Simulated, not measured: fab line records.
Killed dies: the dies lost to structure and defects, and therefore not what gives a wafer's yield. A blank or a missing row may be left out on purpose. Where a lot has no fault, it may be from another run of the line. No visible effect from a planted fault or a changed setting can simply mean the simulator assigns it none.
A struck lot beside a sound one    flow berkeley-cmos170    15 out of 331 route steps
Sound: wafers L192.2, L192.3, L192.6. Struck: wafers L196.2, L196.4, L196.5. The cause comes at the end.
At each step with rows: each side's tool, then ch and its chambers, then its first start. Under that, the readings that differ: sound wafers    struck wafers    difference of the means    sigmas: that difference in standard deviations of wafers without a fault.
alike: same words and numbers on both sides, and readings whose means sit less than 2 such deviations apart. not compared: any withheld reading, any reading some wafer has no value for, any bound like >300 that may hide the same value, and any number with overlapping values for which the record gives no deviation.
Wherever a step has rows on one side only, a row that says differs or no value, or a row with sigmas, the two part there. Numbers that don't overlap but have no deviation are shown without sigmas and don't part them. A reading missing from all wafers of one side parts the sides only when that side holds two or more wafers.

UCB170_PWELL_THK_MEAS_03:
  struck on film-metro-01, day 5 17:32; sound on film-metro-01, day 4 19:44
  alike: PWELL_OXIDE_THK
then, 2 steps without rows for these wafers: UCB170_PWELL_ANNEAL_04 (time 900 s); UCB170_PWELL_CVD_05 (deposits Si3N4 from SiH2Cl2/NH3, target thk 220 nm, time 3300 s).
UCB170_PWELL_THK_MEAS_06:
  struck on film-metro-01, day 6 00:02; sound on film-metro-04, day 5 02:01
  alike: PWELL_NITRIDE_THK
then, 6 steps without rows for these wafers: UCB170_PWELL_HMDS_07 (prime time 60 s); UCB170_PWELL_COAT_08 (resist thk 900 nm); UCB170_PWELL_SOFTBAKE_09 (time 60 s); UCB170_PWELL_EXPOSE_10 (exposes mask PWELL, target cd 3000 nm); UCB170_PWELL_PEB_11; UCB170_PWELL_DEVELOP_12 (develop time 45 s).
UCB170_PWELL_OVL_MEAS_13:
  struck on overlay-01, day 6 01:03; sound on overlay-01, day 5 02:55
  alike: PWELL_OVL
UCB170_PWELL_ETCH_14: etches Si3N4 in CH3F/Ar/O2, stops on SiO2, target depth 242 nm, time 151 s.
  sound on rie-diel-03 ch 0,2, day 5 02:56; struck on rie-diel-02 ch 0,1,3, day 6 01:05
  alike: O2_flow_sccm, drypump-motor-current-A, oes-product-au, throttle-valve-pct
  not compared: rf-hours-counter-h
UCB170_PWELL_IMPLANT_15:
  sound on implanter-03 ch 0, day 5 03:04; struck on implanter-03 ch 0, day 6 01:13
reading                    sound                 struck                difference  sigmas
beam-energy-keV            60.025 60.000 59.987  56.845 56.855 56.848  -3.155      -99 or more
model.implant.rp-nm (nm)   185.7 185.7 185.7     181.9 181.9 181.9     -3.8        
model.implant.drp-nm (nm)  64.7 64.7 64.7        62.87 62.87 62.87     -1.83       
UCB170_PWELL_STRIP_16: strips in O2.
  sound on plasma-asher-01 ch 0,1, day 5 03:11; struck on plasma-asher-02 ch 0,1, day 6 01:20
  alike: drypump-motor-current-A, oes-product-au, strip-time-to-endpoint-s
  not compared: rf-hours-counter-h
UCB170_M3_PROBE_99:
  sound wafers here have rows in the record (prober-01, day 10 12:56); struck ones have none

== WHERE THEY PART ==
Last at UCB170_M3_PROBE_99 as far as this record goes, first at UCB170_PWELL_IMPLANT_15.

WHY: whatever the simulator had introduced
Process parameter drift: implanter-03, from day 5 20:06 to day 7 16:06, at UCB170_PWELL_IMPLANT_15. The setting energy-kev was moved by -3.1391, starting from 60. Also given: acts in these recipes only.
